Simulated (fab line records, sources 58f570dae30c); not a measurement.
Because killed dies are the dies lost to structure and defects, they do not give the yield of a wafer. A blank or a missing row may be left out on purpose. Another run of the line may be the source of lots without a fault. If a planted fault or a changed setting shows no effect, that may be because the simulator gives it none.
fab line records	flow berkeleyCmos170
record: lots: 5	wafers: 15	lastDay: 11
route steps=331 shown START@5 ZERO@6 NWELL@14 PWELL@34
lots with no fault: from the same line, run without faults
startH: the number of hours between the record's first day and the start of the first shown wafer of the lot	waitH: time in hours since the lot's previous step	" identical to the entry in the row above	L1.1+2: several wafers, shown together as one row	- no value, or no start given	* or withheld: withheld	< > ~ a bound
route shown NAME@n: names a module that has steps shown in the file, with the first one's number in the route	usual: mean/standard deviation of fault-free wafers	same: alike in all rows	chamber/n: place in a boat	sites: readings site by site	_std_site: how widely they spread, as a standard deviation	_edge_site: the outer-site mean with the inner-site mean subtracted	radiusMm: for every site, how far away it sits from the centre of the wafer	mask NAME#n: copy n	behind: the tool/chamber that last shaped the wafer	hold: cause of the lot's hold/its duration in hours/its outcome	device: which transistor (n, p or np) failed to switch	end of line: tests of these same wafers at the route's end	for a step that has no rows: nothing shown but its recipe	killed: count of dies lost to structure and defects at first sort (not the wafer's yield)	map: dies across one wafer; x = killed, . = not, _ = none there
set.NAME: the run value of the setting; set.NAME@STEP: its run value at that earlier step	model.NAME: the simulator's own value behind a step, which no gauge read
lots at some steps of the route; a table a step, a row a wafer
services: when a tool's chamber went out of use (startH, in hours from the record's first day, below 0 if earlier), for how many hours, and the reason
== steps ==
step: UCB170_START_ANNEAL_04
recipe: tempC: 950	timeS: 1200	ambient: N2
usual: spikeTcCentreC: 952.1/1.1
lot.wafer	tool	chamber	startH	waitH	spikeTcCentreC
L079.1	furnace-02	0	44.30	3.1	951.4
L079.4	"	0	"	"	951.8
L079.5	"	0	"	"	950.7
L087.1	furnace-03	0	87.57	4.8	950.5
L087.2	"	0	"	"	952.8
L087.4	"	0	"	"	951.0
L088.1	furnace-03	0	87.57	4.8	952.6
L088.4	"	0	"	"	952.7
L088.5	"	0	"	"	954.1
L091.1	furnace-02	0	103.48	4.3	952.1
L091.2	"	0	"	"	952.3
L091.4	"	0	"	"	951.7
L092.1	furnace-01	0	108.85	2.5	951.6
L092.2	"	0	"	"	952.7
L092.3	"	0	"	"	951.5
step: UCB170_ZERO_HMDS_00
recipe: primeTimeS: 60	primeTempC: 100
lot.wafer	tool	chamber	startH	waitH
L079.1+4+5	lithoTrack-04	0	45.97	0.3
L087.1+2+4	lithoTrack-01	0	88.90	0.0
L088.1+4+5	lithoTrack-04	0	88.90	0.0
L091.1+2+4	lithoTrack-01	0	104.82	0.0
L092.1+2+3	lithoTrack-01	0	110.58	0.4
step: UCB170_ZERO_COAT_01
recipe: resist: KrF	spinRpm: 1500	resistThkNm: 895.2
usual: spinSpeedRpm: 1500.0/1.1
lot.wafer	tool	chamber	startH	waitH	spinSpeedRpm
L079.1	lithoTrack-04	0	46.12	0.1	1500.5
L079.4	"	0	"	"	1501.0
L079.5	"	0	"	"	1500.4
L087.1	lithoTrack-01	0	89.05	0.1	1499.7
L087.2	"	0	"	"	1497.9
L087.4	"	0	"	"	1499.1
L088.1	lithoTrack-04	0	89.05	0.1	1499.5
L088.4	"	0	"	"	1501.0
L088.5	"	0	"	"	1500.2
L091.1	lithoTrack-01	0	104.97	0.1	1501.5
L091.2	"	0	"	"	1501.7
L091.4	"	0	"	"	1500.6
L092.1	lithoTrack-01	0	110.73	0.1	1497.7
L092.2	"	0	"	"	1498.9
L092.3	"	0	"	"	1499.0
step: UCB170_ZERO_SOFTBAKE_02
recipe: resist: KrF	tempC: 130	timeS: 60
lot.wafer	tool	chamber	startH	waitH
L079.1+4+5	lithoTrack-04	0	46.27	0.1
L087.1+2+4	lithoTrack-01	0	89.20	0.1
L088.1+4+5	lithoTrack-04	0	89.20	0.1
L091.1+2+4	lithoTrack-01	0	105.12	0.1
L092.1+2+3	lithoTrack-01	0	110.88	0.1
step: UCB170_ZERO_EXPOSE_03
recipe: maskId: PM_MARKS	na: 0.5	sigmaOuter: 0.6	sourceShape: conventional	targetCdNm: 4000	doseMj: 30
same: na: 0.5
lot.wafer	tool	chamber	startH	waitH	mask
L079.1+4+5	krfScanner-02	0	46.54	0.2	PM_MARKS#0
L088.1+4+5	krfScanner-01	0	89.48	0.2	PM_MARKS#0
L087.1+2+4	krfScanner-02	0	89.72	0.5	PM_MARKS#0
L091.1+2+4	krfScanner-02	0	105.63	0.5	PM_MARKS#0
L092.1+2+3	krfScanner-02	0	111.03	0.1	PM_MARKS#0
step: UCB170_ZERO_PEB_04
recipe: pebTempC: 130	pebTimeS: withheld	resist: KrF
lot.wafer	tool	chamber	startH	waitH
L079.1+4+5	lithoTrack-01	0	46.75	0.2
L088.1+4+5	lithoTrack-03	0	89.59	0.1
L087.1+2+4	lithoTrack-04	0	89.83	0.1
L091.1+2+4	lithoTrack-04	0	105.91	0.3
L092.1+2+3	lithoTrack-04	0	111.15	0.1
step: UCB170_ZERO_DEVELOP_05
recipe: developer: TMAH	developTimeS: 45	resist: KrF	devTempC: 21
lot.wafer	tool	chamber	startH	waitH
L079.1+4+5	lithoTrack-01	0	-	-
L088.1+4+5	lithoTrack-03	0	-	-
L087.1+2+4	lithoTrack-04	0	-	-
L091.1+2+4	lithoTrack-04	0	-	-
L092.1+2+3	lithoTrack-04	0	-	-
step: UCB170_ZERO_ETCH_06
recipe: chemistry: CHF3/CF4/Ar	target: SiO2	timeS: 12	pressureMtorr: 100	rfW: 500	CHF3_flow_sccm: 50	cf4FlowSccm: 10	Ar_flow_sccm: 120	overEtchFrac: 1.58
usual: drypumpMotorCurrentA: 5.7/0.44	oesProductAu: 0.614/0.011	throttleValvePct: 9.18/0.1
lot.wafer	tool	chamber	startH	waitH	drypumpMotorCurrentA	oesProductAu	rfHoursCounterH	throttleValvePct
L079.1	rieDiel-03	0	47.03	-	5.7	0.612	43	9.28
L079.4	"	2	"	"	6.4	0.607	73	9.04
L079.5	"	0	"	"	5.7	0.608	-	9.27
L088.1	rieDiel-03	1	89.87	-	5.8	0.605	96	9.14
L088.4	"	2	"	"	6.4	0.609	-	9.03
L088.5	"	0	"	"	5.7	0.616	-	9.26
L087.1	rieDiel-02	2	90.11	-	6.0	0.599	127	9.05
L087.2	"	3	"	"	5.5	0.621	107	9.28
L087.4	"	0	"	"	6.0	0.617	128	9.16
L091.1	rieDiel-01	3	106.19	-	5.3	0.619	55	9.10
L091.2	"	2	"	"	5.9	0.638	123	9.19
L091.4	"	1	"	"	4.8	0.611	151	9.34
L092.1	rieDiel-01	1	111.43	-	4.8	0.616	151	9.33
L092.2	"	0	"	"	5.5	0.629	23	9.21
L092.3	"	3	"	"	5.3	0.614	55	9.10
step: UCB170_ZERO_STRIP_07
recipe: chemistry: O2	powerW: 400	pressureMtorr: 3500	platenTempC: withheld	o2FlowSccm: 400	overashFraction: 0.5
usual: drypumpMotorCurrentA: 5.4/0.3	oesProductAu: 0.727/0.0042	stripTimeToEndpointS: 21.35/0.075
same: overashFraction: 0.5
lot.wafer	tool	chamber	startH	waitH	drypumpMotorCurrentA	oesProductAu	rfHoursCounterH	stripTimeToEndpointS
L079.1	plasmaAsher-03	0	47.05	0.0	5.7	0.730	34	21.37
L079.4	"	1	"	"	5.5	0.728	-	21.40
L079.5	"	0	"	"	5.7	0.724	-	21.40
L088.1	plasmaAsher-01	1	89.89	0.0	5.3	0.732	34	21.52
L088.4	"	0	"	"	5.9	0.735	-	21.47
L088.5	"	1	"	"	5.3	0.726	-	21.39
L087.1	plasmaAsher-04	1	90.13	0.0	5.0	0.726	39	21.29
L087.2	"	0	"	"	5.3	0.730	39	21.31
L087.4	"	1	"	"	5.0	0.729	-	21.29
L091.1	plasmaAsher-04	0	106.21	0.0	5.4	0.733	40	21.22
L091.2	"	1	"	"	5.0	0.727	40	21.20
L091.4	"	1	"	"	5.0	0.732	-	21.23
L092.1	plasmaAsher-03	1	111.45	0.0	5.5	0.721	41	21.28
L092.2	"	0	"	"	5.7	0.724	41	21.31
L092.3	"	1	"	"	5.5	0.725	-	21.30
step: UCB170_NWELL_WET_ETCH_00
recipe: chemistry: dHF	dilution: 25:1	target: SiO2	tempC: 25	timeS: 200
usual: tempC: 25.00/0.12
lot.wafer	tool	chamber	startH	waitH	tempC
L079.1	wetBench-01	0	50.05	3.0	25.11
L079.4	"	0	"	"	25.08
L079.5	"	0	"	"	25.20
L088.1	wetBench-02	1	89.99	0.1	25.00
L088.4	"	1	"	"	25.06
L088.5	"	1	"	"	24.89
L087.1	wetBench-02	0	90.23	0.1	25.20
L087.2	"	0	"	"	25.11
L087.4	"	0	"	"	25.07
L091.1	wetBench-02	2	106.31	0.1	24.87
L091.2	"	2	"	"	24.94
L091.4	"	2	"	"	24.68
L092.1	wetBench-04	2	111.55	0.1	25.15
L092.2	"	2	"	"	25.14
L092.3	"	2	"	"	25.27
step: UCB170_NWELL_OXIDATION_01
recipe: tempC: 1000	ambient: O2	targetThkA: 264	oxTimeS: 1260
usual: spikeTcCentreC: 1002.2/1.1
lot.wafer	tool	chamber	startH	waitH	spikeTcCentreC
L079.1	furnace-03	0	51.71	1.6	1003.3
L079.4	"	0	"	"	1002.3
L079.5	"	0	"	"	1002.3
L087.1	furnace-03	0	97.50	7.2	1001.3
L087.2	"	0	"	"	1001.9
L087.4	"	0	"	"	1001.0
L088.1	furnace-03	0	97.50	7.4	1002.6
L088.4	"	0	"	"	1001.0
L088.5	"	0	"	"	1002.0
L091.1	furnace-03	0	108.37	2.0	1001.4
L091.2	"	0	"	"	1000.8
L091.4	"	0	"	"	1003.0
L092.1	furnace-01	0	116.77	5.2	1000.4
L092.2	"	0	"	"	1001.4
L092.3	"	0	"	"	1003.1
step: UCB170_NWELL_THK_MEAS_02
recipe: reads: SiO2_of_NWELL_OXIDATION_01
usual: NWELL_OXIDE_THK: 26.3/0.59
lot.wafer	tool	chamber	startH	waitH	NWELL_OXIDE_THK[nm]
L079.1	filmMetro-02	-	53.06	0.0	25.2
L079.4	"	-	"	"	25.7
L079.5	"	-	"	"	25.8
L087.1	filmMetro-04	-	98.85	0.0	26.7
L087.2	"	-	"	"	26.8
L087.4	"	-	"	"	26.2
L088.1	filmMetro-02	-	98.85	0.0	25.9
L088.4	"	-	"	"	26.5
L088.5	"	-	"	"	26.5
L091.1	filmMetro-02	-	109.72	0.0	26.8
L091.2	"	-	"	"	27.4
L091.4	"	-	"	"	26.9
L092.1	filmMetro-01	-	118.12	0.0	27.1
L092.2	"	-	"	"	27.1
L092.3	"	-	"	"	27.5
step: UCB170_NWELL_ANNEAL_03
recipe: tempC: 1000	timeS: 900	ambient: N2
usual: spikeTcCentreC: 1002.1/0.97
lot.wafer	tool	chamber	startH	waitH	spikeTcCentreC
L079.1	furnace-01	0	55.15	2.1	1002.2
L079.4	"	0	"	"	1002.1
L079.5	"	0	"	"	1002.7
L087.1	furnace-03	0	104.52	5.7	1000.9
L087.2	"	0	"	"	1001.7
L087.4	"	0	"	"	1001.3
L088.1	furnace-03	0	104.52	5.7	1001.5
L088.4	"	0	"	"	1001.8
L088.5	"	0	"	"	1000.5
L091.1	furnace-01	0	115.52	5.8	1003.0
L091.2	"	0	"	"	1002.5
L091.4	"	0	"	"	1003.2
L092.1	furnace-01	0	119.45	1.3	1002.2
L092.2	"	0	"	"	1001.1
L092.3	"	0	"	"	1001.6
step: UCB170_NWELL_CVD_04
recipe: material: Si3N4	targetThkNm: 224	tempC: 800	precursor: SiH2Cl2/NH3	timeS: 3360	pressureMtorr: 200	sih2cl2FlowSccm: 26.24	nh3FlowSccm: 75
usual: spikeTcCentreC: 801.9/1.2
lot.wafer	tool	chamber	startH	waitH	spikeTcCentreC
L079.1	lpcvd-01	1	57.34	0.9	803.6
L079.4	"	1	"	"	801.9
L079.5	"	1	"	"	800.7
L087.1	lpcvd-01	0	105.77	0.0	802.8
L087.2	"	0	"	"	802.8
L087.4	"	0	"	"	803.5
L088.1	lpcvd-01	1	105.77	0.0	801.5
L088.4	"	1	"	"	800.5
L088.5	"	1	"	"	801.2
L091.1	lpcvd-01	1	116.77	0.0	801.8
L091.2	"	1	"	"	802.9
L091.4	"	1	"	"	799.7
L092.1	lpcvd-02	1	120.70	0.0	800.8
L092.2	"	1	"	"	801.7
L092.3	"	1	"	"	802.5
step: UCB170_NWELL_THK_MEAS_05
recipe: reads: Si3N4_of_NWELL_CVD_04
usual: NWELL_NITRIDE_THK: 227.3/2.2
lot.wafer	tool	chamber	startH	waitH	NWELL_NITRIDE_THK[nm]
L079.1	filmMetro-01	-	59.27	0.0	227.5
L079.4	"	-	"	"	228.0
L079.5	"	-	"	"	227.2
L087.1	filmMetro-04	-	107.73	0.0	227.5
L087.2	"	-	"	"	228.1
L087.4	"	-	"	"	229.1
L088.1	filmMetro-02	-	107.73	0.0	227.8
L088.4	"	-	"	"	227.0
L088.5	"	-	"	"	224.8
L091.1	filmMetro-04	-	118.70	0.0	228.6
L091.2	"	-	"	"	229.8
L091.4	"	-	"	"	230.7
L092.1	filmMetro-04	-	122.64	0.0	227.8
L092.2	"	-	"	"	228.4
L092.3	"	-	"	"	227.8
step: UCB170_NWELL_HMDS_06
recipe: primeTimeS: 60	primeTempC: 100
lot.wafer	tool	chamber	startH	waitH
L079.1+4+5	lithoTrack-04	0	59.33	0.1
L087.1+2+4	lithoTrack-04	0	107.99	0.2
L088.1+4+5	lithoTrack-02	0	108.05	0.3
L091.1+2+4	lithoTrack-02	0	118.76	0.1
L092.1+2+3	lithoTrack-02	0	122.70	0.1
step: UCB170_NWELL_COAT_07
recipe: resist: KrF	spinRpm: 1500	resistThkNm: 900
usual: spinSpeedRpm: 1499.9/1.1
lot.wafer	tool	chamber	startH	waitH	spinSpeedRpm
L079.1	lithoTrack-04	0	59.48	0.1	1500.5
L079.4	"	0	"	"	1500.1
L079.5	"	0	"	"	1497.6
L087.1	lithoTrack-04	0	108.14	0.1	1498.6
L087.2	"	0	"	"	1500.0
L087.4	"	0	"	"	1499.6
L088.1	lithoTrack-02	0	108.20	0.1	1499.4
L088.4	"	0	"	"	1499.2
L088.5	"	0	"	"	1500.0
L091.1	lithoTrack-02	0	118.91	0.1	1498.4
L091.2	"	0	"	"	1497.3
L091.4	"	0	"	"	1498.8
L092.1	lithoTrack-02	0	122.85	0.1	1500.0
L092.2	"	0	"	"	1500.9
L092.3	"	0	"	"	1500.2
step: UCB170_NWELL_SOFTBAKE_08
recipe: resist: KrF	tempC: 130	timeS: 60
lot.wafer	tool	chamber	startH	waitH
L079.1+4+5	lithoTrack-04	0	59.63	0.1
L087.1+2+4	lithoTrack-04	0	108.29	0.1
L088.1+4+5	lithoTrack-02	0	108.35	0.1
L091.1+2+4	lithoTrack-02	0	119.06	0.1
L092.1+2+3	lithoTrack-02	0	123.00	0.1
step: UCB170_NWELL_EXPOSE_09
recipe: maskId: NWELL	targetCdNm: 3000	na: 0.5	sigmaOuter: 0.6	sourceShape: conventional	doseMj: 25
same: na: 0.5
lot.wafer	tool	chamber	startH	waitH	mask
L079.1+4+5	krfScanner-01	0	60.15	0.5	NWELL#0
L087.1+2+4	krfScanner-01	0	-	-	NWELL#0
L088.1+4+5	krfScanner-02	0	108.68	0.3	NWELL#0
L091.1+2+4	krfScanner-01	0	119.58	0.5	NWELL#0
L092.1+2+3	krfScanner-02	0	123.27	0.2	NWELL#0
step: UCB170_NWELL_PEB_10
recipe: pebTempC: 130	pebTimeS: withheld	resist: KrF
lot.wafer	tool	chamber	startH	waitH
L079.1+4+5	lithoTrack-04	0	60.72	0.6
L087.1+2+4	lithoTrack-04	0	-	-
L088.1+4+5	lithoTrack-02	0	109.68	1.0
L091.1+2+4	lithoTrack-01	0	119.70	0.1
L092.1+2+3	lithoTrack-02	0	123.60	0.3
step: UCB170_NWELL_DEVELOP_11
recipe: developer: TMAH	developTimeS: 45	resist: KrF	devTempC: 21
lot.wafer	tool	chamber	startH	waitH
L079.1+4+5	lithoTrack-04	0	-	-
L087.1+2+4	lithoTrack-04	0	-	-
L088.1+4+5	lithoTrack-02	0	-	-
L091.1+2+4	lithoTrack-01	0	-	-
L092.1+2+3	lithoTrack-02	0	-	-
step: UCB170_NWELL_OVL_MEAS_12
usual: NWELL_OVL: 0/6
lot.wafer	tool	chamber	startH	waitH	NWELL_OVL[nm]
L079.1	overlay-02	-	61.00	-	0
L079.4	"	-	"	"	-1
L079.5	"	-	"	"	3
L087.1	overlay-02	-	109.89	-	0
L087.2	"	-	"	"	-4
L087.4	"	-	"	"	-9
L088.1	overlay-01	-	109.95	-	-3
L088.4	"	-	"	"	0
L088.5	"	-	"	"	-4
L091.1	overlay-01	-	119.97	-	6
L091.2	"	-	"	"	-5
L091.4	"	-	"	"	-4
L092.1	overlay-02	-	123.87	-	-4
L092.2	"	-	"	"	1
L092.3	"	-	"	"	-3
step: UCB170_NWELL_ETCH_13
recipe: chemistry: CH3F/Ar/O2	target: Si3N4	stopOn: SiO2	CH3F_flow_sccm: 20	Ar_flow_sccm: 50	O2_flow_sccm: 7	pressureMtorr: 50	rfW: 450	targetDepthA: 2464	overEtchFrac: 0.1	timeS: 154
usual: O2_flow_sccm: 7.003/0.02	drypumpMotorCurrentA: 5.6/0.43	oesProductAu: 0.953/0.016	throttleValvePct: 8.01/0.11
lot.wafer	tool	chamber	startH	waitH	O2_flow_sccm	drypumpMotorCurrentA	oesProductAu	rfHoursCounterH	throttleValvePct
L079.1	rieDiel-02	1	61.03	0.0	6.999	4.9	0.933	24	7.97
L079.4	"	2	"	"	7.033	6.0	0.929	127	7.87
L079.5	"	3	"	"	6.972	5.5	0.956	-	8.13
L087.1	rieDiel-02	1	109.92	0.0	6.998	4.9	0.922	26	7.96
L087.2	"	3	"	"	6.990	5.5	0.957	108	8.11
L087.4	"	0	"	"	7.034	5.9	0.967	128	7.92
L088.1	rieDiel-04	0	109.99	0.0	7.023	6.3	0.943	139	7.92
L088.4	"	3	"	"	7.015	5.5	0.964	-	8.07
L088.5	"	2	"	"	7.014	5.8	0.956	-	8.18
L091.1	rieDiel-04	1	120.01	0.0	6.985	5.4	0.945	0	7.86
L091.2	"	0	"	"	7.013	6.3	0.952	139	7.92
L091.4	"	1	"	"	6.997	5.4	0.951	-	7.85
L092.1	rieDiel-01	3	123.91	0.0	6.997	5.3	0.952	56	7.91
L092.2	"	2	"	"	6.975	5.9	0.989	124	8.01
L092.3	"	0	"	"	7.025	5.5	0.964	24	8.05
step: UCB170_NWELL_IMPLANT_14
recipe: species: P	doseCm2: 1e+13	energyKev: 150	tiltDeg: 7
lot.wafer	tool	chamber	startH	waitH
L079.1+4+5	implanter-04	0	61.13	0.1
L087.1+2+4	implanter-04	0	110.02	0.1
L088.1+4+5	implanter-01	0	110.09	0.1
L091.1+2+4	implanter-04	0	120.11	0.1
L092.1+2+3	implanter-03	0	124.01	0.1
step: UCB170_NWELL_STRIP_15
recipe: chemistry: O2	powerW: 400	pressureMtorr: 3500	platenTempC: withheld	o2FlowSccm: 400	overashFraction: 0.5
usual: drypumpMotorCurrentA: 5.43/0.24	oesProductAu: 0.721/0.0049	stripTimeToEndpointS: 18.02/0.089
same: overashFraction: 0.5
lot.wafer	tool	chamber	startH	waitH	drypumpMotorCurrentA	oesProductAu	rfHoursCounterH	stripTimeToEndpointS
L079.1	plasmaAsher-04	0	61.28	0.1	5.35	0.722	36	18.04
L079.4	"	1	"	"	4.98	0.724	-	18.03
L079.5	"	1	"	"	4.99	0.727	-	17.92
L087.1	plasmaAsher-03	0	110.17	0.1	5.72	0.730	41	18.12
L087.2	"	1	"	"	5.52	0.724	41	18.11
L087.4	"	0	"	"	5.70	0.729	-	18.10
L088.1	plasmaAsher-04	0	110.24	0.1	5.34	0.718	41	17.98
L088.4	"	1	"	"	5.00	0.714	-	17.98
L088.5	"	0	"	"	5.34	0.727	-	17.95
L091.1	plasmaAsher-02	1	120.26	0.1	5.38	0.722	32	17.99
L091.2	"	0	"	"	5.50	0.722	32	17.83
L091.4	"	1	"	"	5.39	0.726	-	18.04
L092.1	plasmaAsher-02	1	124.16	0.1	5.35	0.716	32	18.13
L092.2	"	0	"	"	5.50	0.717	32	18.04
L092.3	"	1	"	"	5.37	0.724	-	18.09
step: UCB170_NWELL_TW_MEAS_16
usual: NWELL_TW: 1252/16
lot.wafer	tool	chamber	startH	waitH	NWELL_TW
L079.1	filmMetro-02	-	61.38	0.1	1240
L079.4	"	-	"	"	1243
L079.5	"	-	"	"	1243
L087.1	filmMetro-02	-	110.27	0.1	1242
L087.2	"	-	"	"	1251
L087.4	"	-	"	"	1246
L088.1	filmMetro-01	-	110.34	0.1	1242
L088.4	"	-	"	"	1245
L088.5	"	-	"	"	1243
L091.1	filmMetro-01	-	120.36	0.1	1234
L091.2	"	-	"	"	1237
L091.4	"	-	"	"	1232
L092.1	filmMetro-02	-	124.26	0.1	1258
L092.2	"	-	"	"	1258
L092.3	"	-	"	"	1256
step: UCB170_NWELL_CLEAN_17
recipe: chemistry: SPM	tempC: 120	timeS: 600
usual: tempC: 119.98/0.12
lot.wafer	tool	chamber	startH	waitH	tempC
L079.1	wetBench-01	0	61.44	0.1	119.85
L079.4	"	0	"	"	119.84
L079.5	"	0	"	"	119.68
L087.1	wetBench-01	3	110.33	0.1	120.05
L087.2	"	3	"	"	120.01
L087.4	"	3	"	"	119.94
L088.1	wetBench-04	3	110.40	0.1	119.91
L088.4	"	3	"	"	119.88
L088.5	"	3	"	"	119.96
L091.1	wetBench-01	3	121.00	0.6	119.93
L091.2	"	3	"	"	120.07
L091.4	"	3	"	"	120.04
L092.1	wetBench-04	2	124.32	0.1	120.08
L092.2	"	2	"	"	120.19
L092.3	"	2	"	"	120.16
step: UCB170_NWELL_WET_ETCH_18
recipe: chemistry: H3PO4	target: Si3N4	tempC: 160	timeS: 14400
usual: tempC: 159.97/0.14
lot.wafer	tool	chamber	startH	waitH	tempC
L079.1	wetBench-01	3	61.62	0.0	159.93
L079.4	"	3	"	"	160.08
L079.5	"	3	"	"	160.03
L087.1	wetBench-02	3	110.52	0.0	159.95
L087.2	"	3	"	"	159.96
L087.4	"	3	"	"	159.86
L088.1	wetBench-01	3	110.58	0.0	159.85
L088.4	"	3	"	"	159.87
L088.5	"	3	"	"	159.84
L091.1	wetBench-01	2	121.54	0.4	160.11
L091.2	"	2	"	"	159.95
L091.4	"	2	"	"	160.08
L092.1	wetBench-02	1	124.54	0.0	160.30
L092.2	"	1	"	"	160.19
L092.3	"	1	"	"	160.01
step: UCB170_NWELL_WET_ETCH_19
recipe: chemistry: BOE	dilution: 5:1	target: SiO2	tempC: 25	timeS: 22
usual: tempC: 25.02/0.087
lot.wafer	tool	chamber	startH	waitH	tempC
L079.1	wetBench-02	2	65.87	0.2	25.02
L079.4	"	2	"	"	24.92
L079.5	"	2	"	"	25.03
L087.1	wetBench-02	2	114.71	0.2	25.08
L087.2	"	2	"	"	25.01
L087.4	"	2	"	"	24.97
L088.1	wetBench-01	0	115.14	0.2	25.14
L088.4	"	0	"	"	25.15
L088.5	"	0	"	"	25.04
L091.1	wetBench-01	1	125.75	0.2	25.06
L091.2	"	1	"	"	24.98
L091.4	"	1	"	"	25.02
L092.1	wetBench-02	0	128.54	0.0	25.11
L092.2	"	0	"	"	24.92
L092.3	"	0	"	"	25.05
step: UCB170_PWELL_CLEAN_00
recipe: chemistry: SPM	tempC: 120	timeS: 600
usual: tempC: 119.97/0.14
lot.wafer	tool	chamber	startH	waitH	tempC
L079.1	wetBench-04	2	65.92	0.0	120.09
L079.4	"	2	"	"	120.37
L079.5	"	2	"	"	120.21
L087.1	wetBench-01	3	114.95	0.2	119.78
L087.2	"	3	"	"	119.94
L087.4	"	3	"	"	119.76
L088.1	wetBench-01	0	115.25	0.1	119.98
L088.4	"	0	"	"	119.85
L088.5	"	0	"	"	120.13
L091.1	wetBench-01	0	125.76	0.0	120.12
L091.2	"	0	"	"	120.14
L091.4	"	0	"	"	120.04
L092.1	wetBench-02	1	128.56	0.0	119.88
L092.2	"	1	"	"	119.95
L092.3	"	1	"	"	120.07
step: UCB170_PWELL_CLEAN_01
recipe: chemistry: dHF	dilution: 25:1	timeS: 60
lot.wafer	tool	chamber	startH	waitH
L079.1+4+5	wetBench-04	0	66.10	0.0
L087.1+2+4	wetBench-01	3	115.22	0.1
L088.1+4+5	wetBench-01	3	115.44	0.0
L091.1+2+4	wetBench-01	2	125.94	0.0
L092.1+2+3	wetBench-02	0	128.73	0.0
step: UCB170_PWELL_OXIDATION_02
recipe: tempC: 1000	ambient: O2	targetThkA: 264	oxTimeS: 1260
usual: spikeTcCentreC: 1002.5/0.86
lot.wafer	tool	chamber	startH	waitH	spikeTcCentreC
L079.1	furnace-02	0	68.95	2.8	1002.1
L079.4	"	0	"	"	1001.6
L079.5	"	0	"	"	1003.2
L087.1	furnace-02	0	120.00	4.7	1002.0
L087.2	"	0	"	"	1002.4
L087.4	"	0	"	"	1002.4
L088.1	furnace-02	0	120.00	4.5	1001.9
L088.4	"	0	"	"	1003.1
L088.5	"	0	"	"	1001.7
L091.1	furnace-04	0	126.74	0.8	1003.4
L091.2	"	0	"	"	1004.4
L091.4	"	0	"	"	1002.7
L092.1	furnace-02	0	131.45	2.7	1003.6
L092.2	"	0	"	"	1001.6
L092.3	"	0	"	"	1002.5
step: UCB170_PWELL_THK_MEAS_03
recipe: reads: SiO2_of_PWELL_OXIDATION_02
usual: PWELL_OXIDE_THK: 26.4/0.5
lot.wafer	tool	chamber	startH	waitH	PWELL_OXIDE_THK[nm]
L079.1	filmMetro-04	-	70.30	0.0	26.2
L079.4	"	-	"	"	26.3
L079.5	"	-	"	"	26.2
L087.1	filmMetro-02	-	121.35	0.0	27.4
L087.2	"	-	"	"	27.7
L087.4	"	-	"	"	27.8
L088.1	filmMetro-04	-	121.35	0.0	27.2
L088.4	"	-	"	"	27.5
L088.5	"	-	"	"	27.5
L091.1	filmMetro-03	-	128.09	0.0	26.0
L091.2	"	-	"	"	25.6
L091.4	"	-	"	"	25.5
L092.1	filmMetro-03	-	132.80	0.0	26.7
L092.2	"	-	"	"	26.7
L092.3	"	-	"	"	26.6
step: UCB170_PWELL_ANNEAL_04
recipe: tempC: 1000	timeS: 900	ambient: N2
usual: spikeTcCentreC: 1002.4/1
lot.wafer	tool	chamber	startH	waitH	spikeTcCentreC
L079.1	furnace-02	0	73.30	3.0	1002.3
L079.4	"	0	"	"	1003.0
L079.5	"	0	"	"	1001.6
L087.1	furnace-02	0	124.03	2.7	1002.1
L087.2	"	0	"	"	1003.0
L087.4	"	0	"	"	1002.7
L088.1	furnace-02	0	124.03	2.7	1002.7
L088.4	"	0	"	"	1003.9
L088.5	"	0	"	"	1004.6
L091.1	furnace-01	0	130.37	2.3	1002.7
L091.2	"	0	"	"	1003.1
L091.4	"	0	"	"	1002.5
L092.1	furnace-02	0	136.88	4.1	1002.7
L092.2	"	0	"	"	1001.4
L092.3	"	0	"	"	1002.0
step: UCB170_PWELL_CVD_05
recipe: material: Si3N4	targetThkNm: 220	tempC: 800	precursor: SiH2Cl2/NH3	timeS: 3300	pressureMtorr: 200	sih2cl2FlowSccm: 25	nh3FlowSccm: 77.57
usual: spikeTcCentreC: 801.8/1.1
lot.wafer	tool	chamber	startH	waitH	spikeTcCentreC
L079.1	lpcvd-01	1	74.55	0.0	802.0
L079.4	"	1	"	"	802.8
L079.5	"	1	"	"	800.8
L087.1	lpcvd-02	1	125.28	0.0	801.5
L087.2	"	1	"	"	802.4
L087.4	"	1	"	"	803.4
L088.1	lpcvd-02	0	125.28	0.0	800.4
L088.4	"	0	"	"	801.5
L088.5	"	0	"	"	801.3
L091.1	lpcvd-01	1	131.62	0.0	802.3
L091.2	"	1	"	"	801.7
L091.4	"	1	"	"	801.1
L092.1	lpcvd-01	0	138.13	0.0	802.1
L092.2	"	0	"	"	801.7
L092.3	"	0	"	"	801.1
step: UCB170_PWELL_THK_MEAS_06
recipe: reads: Si3N4_of_PWELL_CVD_05
usual: PWELL_NITRIDE_THK: 225.0/2.6
lot.wafer	tool	chamber	startH	waitH	PWELL_NITRIDE_THK[nm]
L079.1	filmMetro-04	-	76.51	0.0	225.0
L079.4	"	-	"	"	226.9
L079.5	"	-	"	"	224.7
L087.1	filmMetro-02	-	127.20	0.0	222.6
L087.2	"	-	"	"	223.3
L087.4	"	-	"	"	220.8
L088.1	filmMetro-03	-	127.20	0.0	221.9
L088.4	"	-	"	"	222.8
L088.5	"	-	"	"	220.8
L091.1	filmMetro-03	-	133.54	0.0	227.8
L091.2	"	-	"	"	226.9
L091.4	"	-	"	"	227.3
L092.1	filmMetro-02	-	140.05	0.0	226.8
L092.2	"	-	"	"	227.1
L092.3	"	-	"	"	226.7
step: UCB170_PWELL_HMDS_07
recipe: primeTimeS: 60	primeTempC: 100
lot.wafer	tool	chamber	startH	waitH
L079.1+4+5	lithoTrack-03	0	76.58	0.1
L088.1+4+5	lithoTrack-03	0	127.41	0.2
L087.1+2+4	lithoTrack-02	0	127.61	0.4
L091.1+2+4	lithoTrack-03	0	133.60	0.1
L092.1+2+3	lithoTrack-01	0	140.48	0.4
== services ==
tool	chamber	startH	hours	kind
implanter-04	-	23.93	1.6	repair
krfScanner-01	-	24.86	1.0	repair
rieDiel-01	0	38.91	10.7	repair
krfScanner-01	-	39.63	1.3	pm
plasmaAsher-02	-	41.11	8.3	repair
krfScanner-01	-	41.14	3.7	repair
krfScanner-02	-	48.49	3.6	pm
rieDiel-01	0	55.76	7.9	repair
krfScanner-02	-	56.23	1.2	repair
krfScanner-01	-	57.47	1.0	pm
furnace-02	-	64.69	3.0	pm
rieDiel-01	0	73.66	5.8	repair
rieDiel-03	1	73.71	2.8	repair
rieDiel-03	3	74.03	19.3	repair
krfScanner-02	-	75.72	1.0	pm
krfScanner-02	-	76.90	0.8	pm
furnace-03	-	83.82	3.7	pm
furnace-01	-	88.67	17.3	pm
krfScanner-01	-	99.86	5.4	repair
krfScanner-02	-	107.09	0.5	repair
furnace-03	-	113.97	3.3	pm
implanter-04	-	123.93	2.8	repair
furnace-03	-	126.49	9.0	pm
wetBench-02	-	138.16	4.4	pm
== key ==
fault none
